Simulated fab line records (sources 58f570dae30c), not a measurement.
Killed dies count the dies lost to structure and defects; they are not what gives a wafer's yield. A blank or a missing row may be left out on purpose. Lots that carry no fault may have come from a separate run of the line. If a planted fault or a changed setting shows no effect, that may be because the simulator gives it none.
Which of the tools did it?    flow berkeley_cmos170    21 wafers from 7 lots sampled at 2 of the route's 331 steps

## WHAT EACH GAUGE READ, for each wafer
UCB170_SILICIDE_RS_MEAS_02: uses a four-point probe to measure.
lot   measured      on             SILICIDE_TI_RS (ohm/sq)
L164  day 9 20:55   film_metro-03  26.1 26.0 26.1
L169  day 10 12:20  film_metro-03  26.5 26.4 26.3
L171  day 11 07:38  film_metro-01  25.8 26.0 25.8
L173  day 12 08:55  film_metro-03  17.2 16.9 17.1
L178  day 12 14:52  film_metro-01  26.2 25.8 26.0
L180  day 13 16:05  film_metro-01  25.8 26.2 26.2
L183  day 14 06:25  film_metro-01  26.5 26.5 26.8

## TOOL THAT RAN EACH LOT (tool first, then ch and the chambers of the sampled wafers, then the start)
lot   UCB170_SILICIDE_SPUTTER_01
L164  pvd_sputter-01, day 9 20:53
L169  pvd_sputter-01, day 10 12:17
L171  pvd_sputter-01, day 11 07:36
L173  pvd_sputter-01, day 12 08:53
L178  pvd_sputter-02, day 12 14:50
L180  pvd_sputter-02, day 13 16:01
L183  pvd_sputter-02, day 14 06:11
- UCB170_SILICIDE_SPUTTER_01: material Ti, target thk 30 nm, time 25 s.

## THE ANSWER, worked out from the rows above alone
Rule: the lots themselves supply what counts as usual. Put in order of their means at a reading, lots are off if they are a third of the lots or fewer, leave a main group of 4 or more, and stand apart from it by a gap of 3 or more times the standard deviation of the main group's means; of several such gaps the widest counts. If all means in a main group match to the digits the tables above print for the reading, that group is not used. A lot without any number at a reading at which 4 lots or more have one is off too. All remaining lots with rows at the step are treated as sound.
Off: L173, seen at UCB170_SILICIDE_RS_MEAS_02 (SILICIDE_TI_RS). The main group has a mean of 26.2 ohm/sq with a standard deviation of 0.25.
A tool fits if, at a process step before that reading, it ran every lot that is off, and no sound lot after the first of them. The gauges at UCB170_SILICIDE_RS_MEAS_02 are tried like those tools. Can't be told from this: 2 tools fit, pvd_sputter-01 at UCB170_SILICIDE_SPUTTER_01, film_metro-03 at UCB170_SILICIDE_RS_MEAS_02.

## WHAT THE SIMULATOR HAD PUT IN
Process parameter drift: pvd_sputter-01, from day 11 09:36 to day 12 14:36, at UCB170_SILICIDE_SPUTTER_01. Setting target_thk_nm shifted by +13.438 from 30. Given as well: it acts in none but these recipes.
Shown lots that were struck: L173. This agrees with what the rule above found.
